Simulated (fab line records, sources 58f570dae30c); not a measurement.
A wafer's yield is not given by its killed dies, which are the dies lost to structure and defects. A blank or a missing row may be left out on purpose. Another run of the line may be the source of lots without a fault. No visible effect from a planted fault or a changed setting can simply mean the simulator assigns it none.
Shared-tool check	flow berkeleyCmos170	Sampled: 14 lots, 48 wafers

## REASON IT WAS OPENED
2 of 14 lots carry a flag on the reading PVT_TW at UCB170_PVT_TW_MEAS_09. Wafers without a fault read 513, standard deviation 4.
Rule: flag the lot when none of its wafers has a number, or when each of its wafers that has one lies beyond 4 standard deviations from that mean. As for the other lots, they are considered sound.

lot	measured	on	PVT_TW, wafer by wafer	flag
L372	day 5 01:23	filmMetro-03	510 512 509	
L376	day 6 03:46	filmMetro-01	519 518 517	
L375	day 6 04:02	filmMetro-01	518 519 518	
L374	day 6 04:31	filmMetro-01	517 519 518	
L377	day 6 12:08	filmMetro-01	519 516 517	
L380	day 6 15:44	filmMetro-02	513 514 513	
L382	day 7 10:55	filmMetro-01	513 513 511	
L383	day 7 10:57	filmMetro-02	518 514 515	
L381	day 7 11:02	filmMetro-02	514 518 517	
L389	day 8 16:25	filmMetro-03	503 508 508	
L388	day 8 16:41	filmMetro-01	514 510 515	
L391	day 9 07:44	filmMetro-03	506 506 508	
L390	day 9 10:44	filmMetro-02	477 479 481 478 478 478	FLAGGED
L394	day 10 06:50	filmMetro-03	472 472 474 473 471 473	FLAGGED
The numbers of the flagged lots are 476 on average: -38 against the usual, or -9 standard deviations.

## WHICH TOOL RAN EACH LOT
The record holds 2 process steps before the reading, out of a route of 331 steps. Each cell gives the tool, then ch followed by the chambers the sampled wafers passed through, then the start.
lot	flag	UCB170_ACTIVE_STRIP_16	UCB170_PVT_IMPLANT_07
L372		plasmaAsher-03 ch 0,1, day 3 16:52	implanter-04 ch 0, day 5 01:06
L376		plasmaAsher-04 ch 0,1, day 4 23:23	implanter-02 ch 0, day 6 03:31
L375		plasmaAsher-04 ch 0,1, day 4 22:50	implanter-03 ch 0, day 6 03:47
L374		plasmaAsher-04 ch 0,1, day 4 23:07	implanter-04 ch 0, day 6 04:16
L377		plasmaAsher-04 ch 0,1, day 5 05:50	implanter-02 ch 0, day 6 11:54
L380		plasmaAsher-04 ch 0,1, day 5 12:27	implanter-03 ch 0, day 6 15:29
L382		plasmaAsher-02 ch 0,1, day 6 03:29	implanter-04 ch 0, day 7 10:40
L383		plasmaAsher-02 ch 0,1, day 6 04:13	implanter-02 ch 0, day 7 10:42
L381		plasmaAsher-03 ch 0,1, day 6 04:12	implanter-03 ch 0, day 7 10:47
L389		plasmaAsher-03 ch 0,1, day 7 07:44	implanter-02 ch 0, day 8 16:11
L388		plasmaAsher-04 ch 0,1, day 7 07:59	implanter-04 ch 0, day 8 16:26
L391		plasmaAsher-04 ch 0,1, day 7 22:36	implanter-04 ch 0, day 9 07:31
L390	FLAGGED	plasmaAsher-02 ch 0,1, day 7 22:23	implanter-03 ch 0, day 9 10:29
L394	FLAGGED	plasmaAsher-02 ch 1, day 8 16:05	implanter-03 ch 0, day 10 06:35
These steps, and what they do:
- UCB170_ACTIVE_STRIP_16: strips in O2.
- UCB170_PVT_IMPLANT_07
- UCB170_PVT_TW_MEAS_09

## FLAGGED OVER TOTAL, TOOL BY TOOL (the gauges that took the reading come last)
step	tool	lots run	flagged	share of the flagged lots	sound lots run after its first flagged lot
UCB170_ACTIVE_STRIP_16	plasmaAsher-02	4	2	all	0
UCB170_ACTIVE_STRIP_16	plasmaAsher-03	3	0	none	-
UCB170_ACTIVE_STRIP_16	plasmaAsher-04	7	0	none	-
UCB170_PVT_IMPLANT_07	implanter-02	4	0	none	-
UCB170_PVT_IMPLANT_07	implanter-03	5	2	all	0
UCB170_PVT_IMPLANT_07	implanter-04	5	0	none	-
UCB170_PVT_TW_MEAS_09	filmMetro-01	6	0	none	-
UCB170_PVT_TW_MEAS_09	filmMetro-02	4	1	some	0
UCB170_PVT_TW_MEAS_09	filmMetro-03	4	1	some	0

## WHAT THE TABLE PERMITS
Rows of the table that ran all the flagged lots, 2 in number: plasmaAsher-02 at UCB170_ACTIVE_STRIP_16; implanter-03 at UCB170_PVT_IMPLANT_07.
- plasmaAsher-02 at UCB170_ACTIVE_STRIP_16 ran 4 lots, 2 of them flagged. Last sound lot L383 at day 6 04:13, first flagged lot L390 at day 7 22:23; a fault beginning in between fits.
- implanter-03 at UCB170_PVT_IMPLANT_07 ran 5 lots, 2 of them flagged. Last sound lot L381 at day 7 10:47, first flagged lot L390 at day 9 10:29; a fault beginning in between fits. Its own readings (beamEnergyKeV) fall more than 4 standard deviations out on all wafers of the flagged lots.
These 2 tools cannot be told apart by counting lots, since each of them fits a fault that started at some hour. More lots, or a look at what each step does to the wafer, might.

## WHAT WAS PUT IN BY THE SIMULATOR
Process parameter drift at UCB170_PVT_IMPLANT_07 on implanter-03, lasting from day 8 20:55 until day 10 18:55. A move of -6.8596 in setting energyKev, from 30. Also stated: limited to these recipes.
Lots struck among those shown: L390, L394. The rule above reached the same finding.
